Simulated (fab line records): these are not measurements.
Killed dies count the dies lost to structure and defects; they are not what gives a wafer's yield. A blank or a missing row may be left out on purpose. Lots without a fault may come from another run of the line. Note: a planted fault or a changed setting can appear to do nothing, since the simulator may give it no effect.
fab line records	flow rit_cmos
record: lots: 6	wafers: 18	last_day: 7
route steps=202 shown NLDD@110 PLDD@114 SPACER@125 NSD@131 PSD@142 CONTACT@179 M1@202
lots untouched by any fault: they come from a run of this same line in which no faults occurred
start_h: the number of hours between the record's first day and the start of the first shown wafer of the lot	wait_h: hours elapsed since this lot's preceding step	" as in the row above	L1.1+2: several wafers, shown together as one row	- value missing, or start not given	* or withheld: withheld	< > ~ a bound
route shown NAME@n: NAME is a module with steps in the file, n the number in the route of the first one	usual: mean/standard deviation taken from wafers without a fault	same: alike in all rows	chamber/n: place in a boat	sites: readings site by site	_std_site: the standard deviation of these	_edge_site: mean of outer sites minus mean of inner sites	radius_mm: for every site, how far away it sits from the centre of the wafer	mask NAME#n: copy n	behind: tool/chamber where the wafer was last shaped	hold: why the lot was held/for how many hours/how that ended	device: the transistor (n, p or np) that didn't switch	end of line: the tests these same wafers got at the end of their route	a step without rows: its recipe alone	killed: not the wafer's yield, but the dies lost to structure and defects at the first sort	map: dies across one wafer; x = killed, . = not, _ = none there
set.NAME: the run value of the setting; set.NAME@STEP: its run value at that earlier step	model.NAME: the simulator's own value behind a step, which no gauge read
lots seen at some steps along the route; tables by step, rows by wafer
services: the hour from which a tool's chamber was out of use, counted from the record's first day as start_h (under 0 if before that day), plus the number of hours and why
== steps ==
step: RIT_NLDD_HARDBAKE_07
recipe: resist: NOVOLAK	temp_c: 140	time_s: 60
step: RIT_NLDD_IMPLANT_08
recipe: species: P	energy_kev: 20	dose_cm2: 5e+14	tilt_deg: 7
step: RIT_NLDD_STRIP_09
recipe: chemistry: O2	time_s: 180	resist: NOVOLAK	platen_temp_c: withheld	power_w: 500	pressure_mtorr: 4000	o2_flow_sccm: 4000
usual: chamber_pressure_mTorr: 4000/3.7	drypump_motor_current_A: 5.8/0.48
same: time_s: 180
lot.wafer	tool	chamber	start_h	wait_h	chamber_pressure_mTorr	drypump_motor_current_A	rf_hours_counter_h
L762.2	plasma_asher-01	0	48.41	0.1	4001	5.7	25
L762.3	"	1	"	"	4005	5.1	-
L762.6	"	1	"	"	4004	5.1	-
L770.4	plasma_asher-04	1	88.63	0.1	3994	6.1	-
L770.5	"	0	"	"	4005	6.5	-
L770.6	"	1	"	"	4008	6.1	-
L779.1	plasma_asher-04	1	132.93	0.1	4003	6.1	49
L779.3	"	1	"	"	3997	6.1	-
L779.4	"	0	"	"	4006	6.5	-
L781.1	plasma_asher-01	1	141.94	0.1	4003	5.1	35
L781.5	"	1	"	"	3998	5.1	-
L781.6	"	0	"	"	4003	5.6	-
L782.2	plasma_asher-02	1	149.34	0.1	3995	5.5	50
L782.4	"	1	"	"	3995	5.5	-
L782.6	"	1	"	"	4004	5.5	-
L785.1	plasma_asher-01	0	162.81	0.1	3999	5.7	37
L785.3	"	0	"	"	4005	5.6	-
L785.5	"	0	"	"	3996	5.6	-
step: RIT_NLDD_TW_MEAS_10
usual: NLDD_TW: 2484/11
lot.wafer	tool	chamber	start_h	wait_h	NLDD_TW
L762.2	film_metro-04	-	48.59	0.1	2482
L762.3	"	-	"	"	2485
L762.6	"	-	"	"	2496
L770.4	film_metro-03	-	88.78	0.1	2489
L770.5	"	-	"	"	2489
L770.6	"	-	"	"	2471
L779.1	film_metro-02	-	133.10	0.1	2486
L779.3	"	-	"	"	2488
L779.4	"	-	"	"	2493
L781.1	film_metro-03	-	142.11	0.1	2483
L781.5	"	-	"	"	2485
L781.6	"	-	"	"	2469
L782.2	film_metro-02	-	149.52	0.1	2485
L782.4	"	-	"	"	2479
L782.6	"	-	"	"	2482
L785.1	film_metro-04	-	162.99	0.1	2482
L785.3	"	-	"	"	2483
L785.5	"	-	"	"	2483
step: RIT_PLDD_HMDS_00
recipe: prime_time_s: 60	prime_temp_c: 140
step: RIT_PLDD_COAT_01
recipe: resist: NOVOLAK	spin_rpm: 3250	resist_thk_nm: 1000
step: RIT_PLDD_SOFTBAKE_02
recipe: resist: NOVOLAK	temp_c: 90	time_s: 60
step: RIT_PLDD_EXPOSE_03
recipe: mask_id: M8	na: 0.57	target_cd_nm: 40900	dose_mj: 250
step: RIT_PLDD_PEB_04
recipe: resist: NOVOLAK	temp_c: withheld	time_s: withheld
step: RIT_PLDD_DEVELOP_05
recipe: resist: NOVOLAK	develop_time_s: 50	dev_temp_c: 23
step: RIT_PLDD_OVL_MEAS_06
usual: PLDD_OVL: -0.1/1.6
lot.wafer	tool	chamber	start_h	wait_h	PLDD_OVL[nm]
L762.2	overlay-02	-	49.50	-	0.4
L762.3	"	-	"	"	-0.3
L762.6	"	-	"	"	0.3
L770.4	overlay-01	-	89.67	-	-1.6
L770.5	"	-	"	"	0.5
L770.6	"	-	"	"	0.0
L779.1	overlay-01	-	134.01	-	0.5
L779.3	"	-	"	"	0.7
L779.4	"	-	"	"	-0.3
L781.1	overlay-01	-	143.02	-	-1.4
L781.5	"	-	"	"	-1.1
L781.6	"	-	"	"	2.0
L782.2	overlay-01	-	150.43	-	-1.2
L782.4	"	-	"	"	-0.7
L782.6	"	-	"	"	-2.2
L785.1	overlay-02	-	163.90	-	0.0
L785.3	"	-	"	"	2.5
L785.5	"	-	"	"	0.9
step: RIT_PLDD_HARDBAKE_07
recipe: resist: NOVOLAK	temp_c: 140	time_s: 60
step: RIT_PLDD_IMPLANT_08
recipe: species: BF2	energy_kev: 20	dose_cm2: 9e+14	tilt_deg: 7
usual: dose_ions_cm2: 8.999e+14/1e+12	end_station_pressure_torr: 7.3e-06/3.7e-07	faraday_current_uA: 2825/53
lot.wafer	tool	chamber	start_h	wait_h	dose_ions_cm2	end_station_pressure_torr	faraday_current_uA
L762.2	implanter-02	0	49.70	0.1	8.998e+14	7.1e-06	2907
L762.3	"	0	"	"	8.987e+14	7.5e-06	2807
L762.6	"	0	"	"	8.995e+14	7.5e-06	2768
L770.4	implanter-02	0	89.92	0.1	9.005e+14	7.4e-06	2803
L770.5	"	0	"	"	8.999e+14	7.5e-06	2881
L770.6	"	0	"	"	8.996e+14	7.1e-06	2843
L779.1	implanter-02	0	134.40	0.1	1.81e+14	5.6e-06	571
L779.3	"	0	"	"	1.811e+14	5.5e-06	585
L779.4	"	0	"	"	1.814e+14	5.8e-06	558
L781.1	implanter-02	0	143.33	0.1	1.8e+14	5.6e-06	563
L781.5	"	0	"	"	1.806e+14	5.5e-06	556
L781.6	"	0	"	"	1.802e+14	5.5e-06	568
L782.2	implanter-03	0	150.63	0.1	8.985e+14	7.5e-06	2763
L782.4	"	0	"	"	9.02e+14	7.4e-06	2832
L782.6	"	0	"	"	8.992e+14	7.1e-06	2806
L785.1	implanter-03	0	164.28	0.1	8.992e+14	7.5e-06	2752
L785.3	"	0	"	"	8.989e+14	7.5e-06	2863
L785.5	"	0	"	"	9.013e+14	7.1e-06	2800
step: RIT_PLDD_STRIP_09
recipe: chemistry: O2	time_s: 180	resist: NOVOLAK	platen_temp_c: withheld	power_w: 500	pressure_mtorr: 4000	o2_flow_sccm: 4000
usual: chamber_pressure_mTorr: 4000/3.4	drypump_motor_current_A: 5.49/0.17
same: time_s: 180
lot.wafer	tool	chamber	start_h	wait_h	chamber_pressure_mTorr	drypump_motor_current_A	rf_hours_counter_h
L762.2	plasma_asher-03	1	49.83	0.1	4000	5.59	41
L762.3	"	0	"	"	3998	5.62	-
L762.6	"	1	"	"	3999	5.55	-
L770.4	plasma_asher-01	1	90.05	0.1	4001	5.12	-
L770.5	"	1	"	"	3995	5.12	-
L770.6	"	0	"	"	4003	5.62	-
L779.1	plasma_asher-02	1	134.55	0.1	3993	5.49	49
L779.3	"	1	"	"	3997	5.52	-
L779.4	"	0	"	"	3997	5.48	-
L781.1	plasma_asher-03	1	143.48	0.1	4000	5.56	3
L781.5	"	1	"	"	3996	5.57	-
L781.6	"	0	"	"	3996	5.65	-
L782.2	plasma_asher-02	0	150.76	0.1	3998	5.46	50
L782.4	"	0	"	"	3994	5.45	-
L782.6	"	0	"	"	4002	5.46	-
L785.1	plasma_asher-01	0	164.43	0.1	4001	5.65	38
L785.3	"	1	"	"	3999	5.13	-
L785.5	"	0	"	"	4004	5.67	-
step: RIT_PLDD_TW_MEAS_10
usual: PLDD_TW: 2342/11
lot.wafer	tool	chamber	start_h	wait_h	PLDD_TW
L762.2	film_metro-04	-	50.01	0.1	2349
L762.3	"	-	"	"	2345
L762.6	"	-	"	"	2356
L770.4	film_metro-03	-	90.20	0.1	2345
L770.5	"	-	"	"	2338
L770.6	"	-	"	"	2353
L779.1	film_metro-02	-	134.73	0.1	1473
L779.3	"	-	"	"	1488
L779.4	"	-	"	"	1480
L781.1	film_metro-02	-	143.65	0.1	1475
L781.5	"	-	"	"	1482
L781.6	"	-	"	"	1467
L782.2	film_metro-02	-	150.95	0.1	2327
L782.4	"	-	"	"	2348
L782.6	"	-	"	"	2341
L785.1	film_metro-04	-	164.61	0.1	2344
L785.3	"	-	"	"	2349
L785.5	"	-	"	"	2344
step: RIT_SPACER_CLEAN_00
recipe: chemistry: SC1	mix: 3:3:50	time_s: 600	temp_c: 75
step: RIT_SPACER_CLEAN_01
recipe: chemistry: dHF	dilution: 50:1	time_s: 30
step: RIT_SPACER_CLEAN_02
recipe: chemistry: SC2	mix: 3:3:50	time_s: 600	temp_c: 75	dry: n2_spin
step: RIT_SPACER_CVD_03
recipe: material: Si3N4	target_thk_nm: 250	temp_c: 810	precursor: SiH2Cl2/NH3	time_s: 3300	pressure_mtorr: 300	sih2cl2_flow_sccm: 60	nh3_flow_sccm: 150
step: RIT_SPACER_THK_MEAS_04
recipe: reads: Si3N4_of_SPACER_CVD_03
usual: SPACER_NITRIDE_THK: 250.4/2.4
lot.wafer	tool	chamber	start_h	wait_h	SPACER_NITRIDE_THK[nm]
L762.2	film_metro-01	-	52.36	0.0	251.8
L762.3	"	-	"	"	253.2
L762.6	"	-	"	"	252.9
L770.4	film_metro-01	-	93.50	0.0	252.7
L770.5	"	-	"	"	253.0
L770.6	"	-	"	"	252.8
L779.1	film_metro-02	-	137.12	0.0	249.1
L779.3	"	-	"	"	252.4
L779.4	"	-	"	"	252.4
L781.1	film_metro-03	-	146.97	0.0	250.9
L781.5	"	-	"	"	249.7
L781.6	"	-	"	"	249.2
L782.2	film_metro-02	-	153.32	0.0	249.5
L782.4	"	-	"	"	247.3
L782.6	"	-	"	"	249.4
L785.1	film_metro-01	-	167.91	0.0	251.6
L785.3	"	-	"	"	251.9
L785.5	"	-	"	"	251.5
step: RIT_SPACER_ETCHBACK_05
recipe: target_depth_a: 2500	SF6_flow_sccm: 30	CHF3_flow_sccm: 30	target: Si3N4	chemistry: SF6/CHF3	pressure_mtorr: 40	rf_w: 250	time_s: 240	stop_on: SiO2
usual: CHF3_flow_sccm: 30.00/0.089	chamber_pressure_mTorr: 40.01/0.041	drypump_motor_current_A: 5.6/0.56	oes_product_au: 0.841/0.012	throttle_valve_pct: 10.27/0.16
same: time_s: 240
lot.wafer	tool	chamber	start_h	wait_h	CHF3_flow_sccm	chamber_pressure_mTorr	drypump_motor_current_A	oes_product_au	rf_hours_counter_h	throttle_valve_pct
L762.2	rie_diel-03	3	52.41	0.0	30.11	40.04	5.8	0.839	13	10.15
L762.3	"	1	"	"	30.01	39.91	6.0	0.845	122	10.02
L762.6	"	3	"	"	30.10	40.02	5.8	0.842	-	10.15
L770.4	rie_diel-03	3	93.53	0.0	29.88	39.98	5.8	0.838	14	10.13
L770.5	"	1	"	"	29.91	40.01	6.0	0.840	-	10.03
L770.6	"	0	"	"	30.09	40.02	5.7	0.868	-	10.35
L779.1	rie_diel-04	2	137.18	0.1	30.04	39.95	4.6	0.829	104	10.06
L779.3	"	3	"	"	30.07	39.94	6.8	0.846	143	10.29
L779.4	"	0	"	"	30.07	40.02	5.7	0.847	10	10.56
L781.1	rie_diel-02	3	147.03	0.1	29.90	40.08	5.9	0.835	28	10.47
L781.5	"	3	"	"	30.09	40.00	5.9	0.844	-	10.46
L781.6	"	0	"	"	29.87	40.01	5.1	0.831	-	10.15
L782.2	rie_diel-02	3	153.37	0.0	30.13	39.99	5.9	0.827	28	10.45
L782.4	"	1	"	"	30.07	40.02	4.7	0.861	0	10.22
L782.6	"	1	"	"	30.08	39.97	4.7	0.869	-	10.22
L785.1	rie_diel-04	3	167.97	0.1	30.10	39.97	6.7	0.857	143	10.29
L785.3	"	0	"	"	30.00	40.05	5.6	0.852	10	10.54
L785.5	"	2	"	"	29.96	40.04	4.6	0.836	-	10.04
step: RIT_NSD_HMDS_00
recipe: prime_time_s: 60	prime_temp_c: 140
step: RIT_NSD_COAT_01
recipe: resist: NOVOLAK	spin_rpm: 3250	resist_thk_nm: 1000
step: RIT_NSD_SOFTBAKE_02
recipe: resist: NOVOLAK	temp_c: 90	time_s: 60
step: RIT_NSD_EXPOSE_03
recipe: mask_id: M9	na: 0.57	target_cd_nm: 40700	dose_mj: 250
step: RIT_NSD_PEB_04
recipe: resist: NOVOLAK	temp_c: withheld	time_s: withheld
step: RIT_NSD_DEVELOP_05
recipe: resist: NOVOLAK	develop_time_s: 50	dev_temp_c: 23
step: RIT_NSD_OVL_MEAS_06
usual: NSD_OVL: -0.3/1.6
lot.wafer	tool	chamber	start_h	wait_h	NSD_OVL[nm]
L762.2	overlay-01	-	53.62	-	-1.0
L762.3	"	-	"	"	0.7
L762.6	"	-	"	"	-1.1
L770.4	overlay-01	-	94.67	-	0.4
L770.5	"	-	"	"	-0.4
L770.6	"	-	"	"	0.9
L779.1	overlay-01	-	138.31	-	-1.1
L779.3	"	-	"	"	-1.1
L779.4	"	-	"	"	-2.3
L781.1	overlay-01	-	148.15	-	-3.2
L781.5	"	-	"	"	-3.1
L781.6	"	-	"	"	-2.6
L782.2	overlay-02	-	154.38	-	-2.0
L782.4	"	-	"	"	-0.8
L782.6	"	-	"	"	-1.0
L785.1	overlay-01	-	169.11	-	-0.7
L785.3	"	-	"	"	-0.2
L785.5	"	-	"	"	0.0
step: RIT_NSD_HARDBAKE_07
recipe: resist: NOVOLAK	temp_c: 140	time_s: 60
step: RIT_NSD_IMPLANT_08
recipe: species: P	energy_kev: 25	dose_cm2: 1e+15	tilt_deg: 7
step: RIT_NSD_STRIP_09
recipe: chemistry: O2	time_s: 180	resist: NOVOLAK	platen_temp_c: withheld	power_w: 500	pressure_mtorr: 4000	o2_flow_sccm: 4000
usual: chamber_pressure_mTorr: 4000/3.9	drypump_motor_current_A: 5.9/0.41
same: time_s: 180
lot.wafer	tool	chamber	start_h	wait_h	chamber_pressure_mTorr	drypump_motor_current_A	rf_hours_counter_h
L762.2	plasma_asher-03	1	53.95	0.1	3997	5.6	41
L762.3	"	0	"	"	4002	5.6	-
L762.6	"	0	"	"	4002	5.7	-
L770.4	plasma_asher-04	0	95.05	0.1	4001	6.5	-
L770.5	"	0	"	"	3996	6.5	-
L770.6	"	1	"	"	3993	6.1	-
L779.1	plasma_asher-04	1	138.64	0.1	4006	6.1	50
L779.3	"	0	"	"	4002	6.5	-
L779.4	"	1	"	"	3997	6.1	-
L781.1	plasma_asher-04	1	148.49	0.1	4007	6.1	51
L781.5	"	0	"	"	4003	6.5	-
L781.6	"	1	"	"	4000	6.1	-
L782.2	plasma_asher-04	1	154.71	0.1	4000	6.1	51
L782.4	"	0	"	"	4006	6.5	-
L782.6	"	0	"	"	4009	6.5	-
L785.1	plasma_asher-03	0	169.56	0.1	4003	5.7	6
L785.3	"	1	"	"	3999	5.6	-
L785.5	"	0	"	"	4000	5.7	-
step: RIT_NSD_TW_MEAS_10
usual: NSD_TW: 3111/16
lot.wafer	tool	chamber	start_h	wait_h	NSD_TW
L762.2	film_metro-04	-	54.14	0.1	3127
L762.3	"	-	"	"	3111
L762.6	"	-	"	"	3114
L770.4	film_metro-04	-	95.19	0.1	3147
L770.5	"	-	"	"	3129
L770.6	"	-	"	"	3132
L779.1	film_metro-04	-	138.82	0.1	3105
L779.3	"	-	"	"	3101
L779.4	"	-	"	"	3119
L781.1	film_metro-02	-	148.67	0.1	3124
L781.5	"	-	"	"	3108
L781.6	"	-	"	"	3115
L782.2	film_metro-03	-	154.89	0.1	3105
L782.4	"	-	"	"	3104
L782.6	"	-	"	"	3103
L785.1	film_metro-03	-	169.73	0.1	3092
L785.3	"	-	"	"	3093
L785.5	"	-	"	"	3088
step: RIT_PSD_HMDS_00
recipe: prime_time_s: 60	prime_temp_c: 140
step: RIT_PSD_COAT_01
recipe: resist: NOVOLAK	spin_rpm: 3250	resist_thk_nm: 1000
step: RIT_PSD_SOFTBAKE_02
recipe: resist: NOVOLAK	temp_c: 90	time_s: 60
step: RIT_PSD_EXPOSE_03
recipe: mask_id: M10	na: 0.57	target_cd_nm: 40900	dose_mj: 250
step: RIT_PSD_PEB_04
recipe: resist: NOVOLAK	temp_c: withheld	time_s: withheld
step: RIT_PSD_DEVELOP_05
recipe: resist: NOVOLAK	develop_time_s: 50	dev_temp_c: 23
step: RIT_PSD_OVL_MEAS_06
usual: PSD_OVL: -0.4/1.2
lot.wafer	tool	chamber	start_h	wait_h	PSD_OVL[nm]
L762.2	overlay-02	-	55.17	-	0.3
L762.3	"	-	"	"	-0.5
L762.6	"	-	"	"	0.3
L770.4	overlay-02	-	96.09	-	0.7
L770.5	"	-	"	"	-1.0
L770.6	"	-	"	"	-0.5
L779.1	overlay-02	-	139.85	-	-0.2
L779.3	"	-	"	"	0.4
L779.4	"	-	"	"	1.6
L781.1	overlay-01	-	149.70	-	-0.7
L781.5	"	-	"	"	0.4
L781.6	"	-	"	"	-0.6
L782.2	overlay-01	-	155.93	-	-1.5
L782.4	"	-	"	"	-1.4
L782.6	"	-	"	"	0.1
L785.1	overlay-01	-	170.77	-	-0.6
L785.3	"	-	"	"	-1.5
L785.5	"	-	"	"	-1.6
step: RIT_PSD_HARDBAKE_07
recipe: resist: NOVOLAK	temp_c: 140	time_s: 60
step: RIT_PSD_IMPLANT_08
recipe: species: BF2	energy_kev: 27	dose_cm2: 5e+15	tilt_deg: 7
step: RIT_PSD_STRIP_09
recipe: chemistry: O2	time_s: 180	resist: NOVOLAK	platen_temp_c: withheld	power_w: 500	pressure_mtorr: 4000	o2_flow_sccm: 4000
usual: chamber_pressure_mTorr: 3999/3.8	drypump_motor_current_A: 5.7/0.43
same: time_s: 180
lot.wafer	tool	chamber	start_h	wait_h	chamber_pressure_mTorr	drypump_motor_current_A	rf_hours_counter_h
L762.2	plasma_asher-04	0	55.50	0.1	3993	6.5	41
L762.3	"	1	"	"	4000	6.1	-
L762.6	"	0	"	"	4000	6.5	-
L770.4	plasma_asher-04	0	96.47	0.1	3996	6.5	-
L770.5	"	0	"	"	3993	6.5	-
L770.6	"	1	"	"	4001	6.1	-
L779.1	plasma_asher-03	0	140.19	0.1	4003	5.7	2
L779.3	"	0	"	"	4016	5.6	-
L779.4	"	1	"	"	3999	5.6	-
L781.1	plasma_asher-03	1	150.04	0.1	3999	5.5	4
L781.5	"	0	"	"	3999	5.7	-
L781.6	"	1	"	"	3995	5.5	-
L782.2	plasma_asher-01	1	156.26	0.1	4000	5.1	37
L782.4	"	0	"	"	3997	5.7	-
L782.6	"	1	"	"	4003	5.1	-
L785.1	plasma_asher-04	0	171.10	0.1	3999	6.5	53
L785.3	"	1	"	"	3998	6.1	-
L785.5	"	0	"	"	4004	6.5	-
step: RIT_SDANNEAL_RS_MEAS_06
recipe: thk_meas_gauge: four-point-probe
usual: PLDD_RS: 178.7/0.56
lot.wafer	tool	chamber	start_h	wait_h	PLDD_RS[ohm/sq]
L762.2	film_metro-03	-	56.42	0.1	177.2
L762.3	"	-	"	"	177.6
L762.6	"	-	"	"	177.4
L770.4	film_metro-02	-	97.43	0.1	179.0
L770.5	"	-	"	"	178.7
L770.6	"	-	"	"	179.1
L779.1	film_metro-02	-	141.12	0.1	592.5
L779.3	"	-	"	"	594.0
L779.4	"	-	"	"	594.5
L781.1	film_metro-03	-	150.94	0.1	603.7
L781.5	"	-	"	"	602.4
L781.6	"	-	"	"	611.5
L782.2	film_metro-02	-	157.23	0.1	178.8
L782.4	"	-	"	"	178.6
L782.6	"	-	"	"	178.9
L785.1	film_metro-02	-	172.04	0.1	179.5
L785.3	"	-	"	"	179.1
L785.5	"	-	"	"	179.3
step: RIT_CONTACT_ETCH_11
recipe: target_depth_a: 4800	over_etch_frac: 0.2	stop_on: TiSi2	chemistry: CHF3/CF4/Ar	target: SiO2	CHF3_flow_sccm: 50	cf4_flow_sccm: 10	Ar_flow_sccm: 100	O2_flow_sccm: 5	pressure_mtorr: 100	rf_w: 200	time_s: 320
usual: CHF3_flow_sccm: 50.00/0.14	O2_flow_sccm: 4.999/0.015	chamber_pressure_mTorr: 100.00/0.091	drypump_motor_current_A: 5.7/0.54	oes_product_au: 0.986/0.012	throttle_valve_pct: 8.87/0.14
same: time_s: 320
lot.wafer	tool	chamber	start_h	wait_h	CHF3_flow_sccm	O2_flow_sccm	chamber_pressure_mTorr	drypump_motor_current_A	oes_product_au	rf_hours_counter_h	throttle_valve_pct	model.CONTACT.cd_nm
L762.2	rie_diel-04	2	58.88	0.1	50.07	5.012	100.10	4.6	0.978	103	8.65	1006
L762.3	"	3	"	"	50.43	4.987	99.97	6.7	0.978	141	8.86	1005
L762.6	"	2	"	"	49.99	5.032	99.90	4.6	0.976	-	8.66	1002
L770.4	rie_diel-03	2	99.69	0.1	49.82	5.029	100.00	5.7	0.989	90	8.73	1003
L770.5	"	1	"	"	49.82	5.015	100.11	6.0	0.973	-	8.64	1003
L770.6	"	2	"	"	50.04	4.987	99.83	5.7	0.986	-	8.72	1006
L779.1	rie_diel-04	3	143.46	0.1	49.77	4.998	100.04	6.8	0.984	143	8.88	1001
L779.3	"	1	"	"	50.05	4.993	99.81	5.6	0.984	124	8.83	1001
L779.4	"	2	"	"	50.10	4.984	99.98	4.6	0.970	104	8.65	999.6
L781.1	rie_diel-04	0	153.21	0.1	49.93	5.016	99.88	5.7	0.976	10	9.11	971.3
L781.5	"	1	"	"	49.91	5.001	100.06	5.6	0.988	-	8.83	970.6
L781.6	"	2	"	"	50.13	5.014	100.05	4.6	0.965	-	8.66	971.5
L782.2	rie_diel-01	1	159.57	0.1	50.14	4.980	99.88	6.0	0.998	2	8.92	1000
L782.4	"	1	"	"	49.98	4.977	100.13	6.0	1.004	-	8.94	998.1
L782.6	"	3	"	"	50.02	4.970	99.87	6.2	0.988	-	9.03	1001
L785.1	rie_diel-01	2	174.30	0.1	50.08	5.025	100.03	5.0	0.987	9	8.89	1004
L785.3	"	3	"	"	50.06	4.987	99.96	6.2	0.988	55	9.02	1003
L785.5	"	3	"	"	49.80	4.998	100.00	6.2	0.986	-	9.02	1002
step: RIT_M1_PROBE_99
usual: killed_at_front_end: 6.7/2.7	killed_dies: 6.7/2.7	killed_open: 3.2/1.8	killed_short: 3.5/1.9
same: gross_dies: 264	killed_at_M0_to_M3: 0	killed_at_M4_up: 0	killed_at_back_side: 0	killed_at_contacts: 0	killed_at_other: 0
lot.wafer	tool	chamber	start_h	wait_h	killed_at_front_end	killed_dies	killed_open	killed_short
L770.4	prober-01	-	104.82	0.2	5	5	3	2
L770.5	prober-01	-	104.87	0.2	9	9	6	3
L770.6	prober-01	-	104.92	0.2	4	4	2	2
L779.1	prober-01	-	148.33	0.1	6	6	4	2
L779.3	prober-01	-	148.43	0.2	7	7	3	4
L779.4	prober-01	-	148.48	0.2	8	8	2	6
L781.1	prober-01	-	158.10	0.1	6	6	4	2
L781.5	prober-01	-	158.30	0.2	3	3	0	3
L781.6	prober-01	-	158.35	0.2	4	4	0	4
L785.1	prober-01	-	179.22	0.1	11	11	5	6
L785.3	prober-01	-	179.32	0.2	8	8	5	2
L785.5	prober-01	-	179.42	0.2	7	7	3	4
killed by level:class
L770.4 SPACER:geometric_particle:open=2 GATE:geometric_particle:open=1 REOX:geometric_particle:short=1 SPACER:geometric_particle:short=1
L770.5 ACTIVE:geometric_particle:open=1 FOX1:geometric_particle:open=1 FOX2:geometric_particle:open=1 FOX2:geometric_particle:short=1 GATE:geometric_particle:open=1 GATE:geometric_particle:short=1 REOX:geometric_particle:open=1 SPACER:geometric_particle:open=1
L770.6 FOX1:geometric_particle:short=1 GATE:geometric_particle:short=1 GATE:geometric_particle:open=1 SILICIDE:geometric_particle:open=1
L779.1 SPACER:geometric_particle:open=2 FOX2:geometric_particle:open=1 GATE:geometric_particle:open=1 GATE:geometric_particle:short=1 SPACER:geometric_particle:short=1
L779.3 SPACER:geometric_particle:short=2 SPACER:geometric_particle:open=2 FOX1:geometric_particle:short=1 GATE:geometric_particle:short=1 REOX:geometric_particle:open=1
L779.4 GATE:geometric_particle:open=2 SPACER:geometric_particle:short=2 FOX2:geometric_particle:short=1 GATE:geometric_particle:short=1 REOX:geometric_particle:short=1 SILICIDE:geometric_particle:short=1
L781.1 GATE:geometric_particle:short=2 GATE:geometric_particle:open=2 FOX2:geometric_particle:open=1 SPACER:geometric_particle:open=1
L781.5 FOX2:geometric_particle:short=2 SILICIDE:geometric_particle:short=1
L781.6 FOX2:geometric_particle:short=2 FOX1:geometric_particle:short=1 GATE:geometric_particle:short=1
L785.1 GATE:geometric_particle:open=3 REOX:geometric_particle:short=3 SPACER:geometric_particle:short=2 GATE:geometric_particle:short=1 REOX:geometric_particle:open=1 SILICIDE:geometric_particle:open=1
L785.3 SPACER:geometric_particle:open=2 FOX2:geometric_particle:open=1 GATE:geometric_particle:open=1 GATE:geometric_particle:short=1 REOX:geometric_particle:open=1 SPACER:geometric_particle:short=1 NSD:coat_microbubble_printed=1
L785.5 SPACER:geometric_particle:short=2 GATE:geometric_particle:short=1 FOX2:geometric_particle:short=1 GATE:geometric_particle:open=1 SPACER:geometric_particle:open=1 SILICIDE:geometric_particle:open=1
== services ==
tool	chamber	start_h	hours	kind
rie_diel-01	2	28.70	2.9	repair
implanter-03	-	40.44	1.4	repair
rie_diel-01	1	44.55	-	clean
rie_diel-01	1	44.55	21.6	scheduled_down
rie_diel-01	1	44.55	21.6	vent_cycle
implanter-03	-	61.99	1.6	repair
implanter-03	-	65.18	4.2	pm
rie_diel-04	3	67.73	3.4	repair
rie_diel-03	0	71.79	4.9	repair
rie_diel-01	-	80.61	2.8	pm
rie_diel-01	0	95.68	8.3	repair
plasma_asher-03	-	108.84	9.0	pm
plasma_asher-03	0	108.84	9.0	vent_cycle
plasma_asher-03	1	108.84	9.0	vent_cycle
plasma_asher-03	0	117.84	-	clean
plasma_asher-03	1	117.84	-	clean
rie_diel-01	3	120.95	7.5	repair
rie_diel-03	1	123.37	3.4	repair
rie_diel-02	1	133.62	-	clean
rie_diel-02	1	133.62	19.7	scheduled_down
rie_diel-02	1	133.62	19.7	vent_cycle
rie_diel-01	2	139.92	24.4	repair
rie_diel-03	-	155.37	14.6	pm
rie_diel-01	1	173.19	3.8	repair
== key ==
first_sign: step: RIT_PLDD_IMPLANT_08	reading: dose_ions_cm2	direction: down	sigmas: 99+	usual: 8.999e+14	struck: 1.807e+14
effect: step: RIT_PLDD_IMPLANT_08	reading: faraday_current_uA	direction: down	sigmas: 43	usual: 2825	struck: 567
effect: step: RIT_PLDD_TW_MEAS_10	reading: PLDD_TW	direction: down	sigmas: 80	usual: 2342	struck: 1478
effect: step: RIT_SDANNEAL_RS_MEAS_06	reading: PLDD_RS	direction: up	sigmas: 99+	usual: 178.7	struck: 599.8
model_effect: step: RIT_CONTACT_ETCH_11	value: CONTACT.cd_nm	without: 1001	struck: 985.9
met_at RIT_PLDD_IMPLANT_08
struck_wafers L779.1,L779.3,L779.4,L781.1,L781.5,L781.6
tester_left_out L779,L781
loop_trim: step: RIT_CONTACT_EXPOSE_05	setting: dose	lots: L781
onset_between 89.92 134.40
fault: kind: process_parameter_drift	tool: implanter-02	chamber: -	onset_h: 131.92	steps: RIT_PLDD_IMPLANT_08	channel: dose_cm2	offset: -7.2e+14	shape: step	end_h: 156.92	acts_in: these_recipes_only	stated: 9e+14
tester_left_out: of these lots the tester's yield and bins aren't shown, on N5 and GAA mostly nor the transistor test; their killed dies are dies lost to structure and defects alone, not to doping, threshold or leakage, so they don't give the yield
loop_trim: a control loop set the setting to another value than it would have without faults
